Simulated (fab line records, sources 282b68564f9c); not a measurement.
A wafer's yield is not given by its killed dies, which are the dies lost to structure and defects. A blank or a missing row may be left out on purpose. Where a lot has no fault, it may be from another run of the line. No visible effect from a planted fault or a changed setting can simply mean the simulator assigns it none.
A lot that was struck, set against a sound lot	flow rit_cmos	28 out of 202 route steps
Sound: these wafers, L802.1, L802.2, L802.4. The struck wafers were L809.2, L809.4, L809.5. The cause is named last.
Order at every step that has rows: each side's tool, ch and its chambers, its first start. Under that, the readings that differ: sound wafers	struck wafers	difference of the means	sigmas: that difference in standard deviations of wafers without a fault.
alike: words and numbers the same on both sides, and readings whose means are apart by under 2 such deviations; not compared: readings that were withheld, readings missing a value for some wafer, numbers with overlapping values and no deviation given by the record, and bounds like >300 which may hide the same value.
The two part at a step that has a row with sigmas, a row that says differs or no value, or rows on one side only. Non-overlapping numbers with no deviation appear without sigmas and do not part them. A reading missing from all wafers of one side parts the sides only when that side holds two or more wafers.

RIT_ACTIVE_BOW_MEAS_00:
  sound on film_metro-04 at day 1 10:00; struck on film_metro-02 at day 2 21:01
  alike: INCOMING_BOW
RIT_ACTIVE_OXIDATION_01: target thk 46.8 nm, ox time 3360 s.
  sound on furnace-01 ch 0, day 1 11:05; struck on furnace-01 ch 0, day 2 23:02
reading	sound	struck	difference	sigmas
spike_tc_centre_C (C)	1003.0 1002.0 1002.8	1015.7 1018.6 1016.6	+14.4	+14
spike_tc_load_C (C)	1028 1028 1029	1043 1044 1042	+15	+4
spike_tc_source_C (C)	1021.8 1023.6 1024.5	1038.6 1037.4 1037.9	+14.7	+10
tube_center_temp_C (C)	1000.1 999.78 999.96	1015 1014.9 1014.9	+15	+99 or more
tube_center_temp_C_max	1002.6 1002.9 1002.1	1017.1 1017.3 1017.2	+14.7	+43
model.SiO2_of_ACTIVE_OXIDATION_01.thk_nm (nm)	46.99 47.58 46.96	54.17 54.33 54.05	+7.01	
RIT_ACTIVE_THK_MEAS_02:
  sound on film_metro-02 at day 1 13:02; struck on film_metro-04 at day 3 00:59
reading	sound	struck	difference	sigmas
ACTIVE_OXIDE_THK (nm)	47.0 47.6 47.0	54.2 54.3 54.0	+7.0	+9
then, 1 step without rows for these wafers: RIT_ACTIVE_CVD_03 (deposits Si3N4 from SiH2Cl2/NH3, target thk 150 nm, time 1500 s).
RIT_ACTIVE_THK_MEAS_04:
  sound on film_metro-01 at day 1 14:30; struck on film_metro-01 at day 3 03:10
  alike: ACTIVE_NITRIDE_THK
then, 6 steps without rows for these wafers: RIT_ACTIVE_HMDS_05 (prime time 60 s); RIT_ACTIVE_COAT_06 (resist thk 1000 nm); RIT_ACTIVE_SOFTBAKE_07 (time 60 s); RIT_ACTIVE_EXPOSE_08 (exposes mask M1, target cd 1400 nm); RIT_ACTIVE_PEB_09; RIT_ACTIVE_DEVELOP_10 (develop time 50 s).
RIT_ACTIVE_CD_MEAS_11: target cd 1400 nm.
  sound on cd_sem-02 at day 1 15:39; struck on cd_sem-02 at day 3 04:05
  alike: cd_nm
then, 1 step without rows for these wafers: RIT_ACTIVE_HARDBAKE_12 (time 60 s).
RIT_ACTIVE_ETCH_13: etches Si3N4 in SF6, stops on SiO2, time 210 s, target depth 210 nm.
  sound on rie_diel-02 ch 1,2,3, day 1 15:55; struck on rie_diel-03 ch 1,2, day 3 04:20
  alike: SF6_flow_sccm, drypump_motor_current_A, oes_product_au, rf_fwd_power_W, throttle_valve_pct
  not compared: rf_hours_counter_h
RIT_ACTIVE_STRIP_14: strips in O2, time 180 s.
  sound on plasma_asher-03 ch 0,1, day 1 16:03; struck on plasma_asher-03 ch 0,1, day 3 04:28
  alike: drypump_motor_current_A, rf_refl_power_W
  not compared: rf_hours_counter_h
RIT_ACTIVE_CD_MEAS_90: target cd 1400 nm.
  sound on cd_sem-01 at day 1 16:14; struck on cd_sem-02 at day 3 04:40
  alike: cd_nm
then, 4 steps without rows for these wafers: RIT_ACTIVE_CLEAN_15 (cleans in SC1, time 600 s); RIT_ACTIVE_CLEAN_16 (cleans in dHF, time 30 s); RIT_ACTIVE_CLEAN_17 (cleans in SC2, time 600 s); RIT_FOX1_OXIDATION_00 (target thk 350.7 nm, ox time 1130 s).
RIT_FOX1_THK_MEAS_01:
  sound on film_metro-04 at day 1 21:34; struck on film_metro-03 at day 3 08:20
reading	sound	struck	difference	sigmas
FOX1_OXIDE_THK (nm)	365 361 358	344 340 348	-17	-2
then, 2 steps without rows for these wafers: RIT_FOX1_WET_ETCH_02 (etches SiO2 in BOE, target depth 350 nm, time 390 s); RIT_FOX2_OXIDATION_00 (target thk 350.7 nm, ox time 1130 s).
RIT_FOX2_THK_MEAS_01:
  sound on film_metro-04 at day 2 00:49; struck on film_metro-03 at day 3 10:44
  alike: FOX2_OXIDE_THK
then, 1 step without rows for these wafers: RIT_FOX2_CLEAN_02 (cleans in dHF, time 180 s).
RIT_FOX2_WET_ETCH_03: etches Si3N4 in H3PO4, target depth 195 nm, time 2700 s.
  sound on wet_bench-04 ch 0, day 2 00:56; struck on wet_bench-04 ch 3, day 3 10:50
reading	sound	struck	difference	sigmas
model.SiO2_of_ACTIVE_OXIDATION_01.thk_nm (nm)	41.76 42.27 41.72	48.12 48.01 47.79	+6.06	
  alike: bath_heat_duty_pct
RIT_FOX2_THK_MEAS_90:
  sound on film_metro-02 at day 2 01:45; struck on film_metro-03 at day 3 11:37
  alike: FIELD_OXIDE_LEFT_1_THK
RIT_M1_PROBE_99:
  sound on prober-01 at day 3 21:31; struck on prober-01 at day 5 05:32
reading	sound	struck	difference	sigmas
model.etest.nldd.width_nm (nm)	3159 3138 3158	3091 3100 3090	-58	
model.etest.pldd.width_nm (nm)	3153 3150 3140	3084 3108 3106	-48	
model.etest.pplus_sal.width_nm (nm)	3417 3411 3445	3409 3410 3396	-19	
model.etest.nplus_sal.width_nm (nm)	3414 3415 3438	3406 3402 3412	-16	
model.etest.nmos_narrow.drive_ua_um	226.8 227.9 230.6	208 210 205.7	-21	
model.etest.pmos_narrow.drive_ua_um	98.43 97.57 100	96.86 94.98 93.77	-3.46	
  alike: killed_at_M0_to_M3, killed_at_contacts, killed_at_front_end, killed_dies, killed_open, killed_short

WHERE THEY PART
Last at RIT_FOX1_THK_MEAS_01 as far as this record goes, first at RIT_ACTIVE_OXIDATION_01. Later steps at which nothing parts them and some readings are alike: RIT_FOX2_THK_MEAS_01, RIT_FOX2_WET_ETCH_03, RIT_FOX2_THK_MEAS_90, RIT_M1_PROBE_99.

WHY: what had been put in by the simulator
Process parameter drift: furnace-01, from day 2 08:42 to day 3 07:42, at RIT_ACTIVE_OXIDATION_01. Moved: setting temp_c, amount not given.
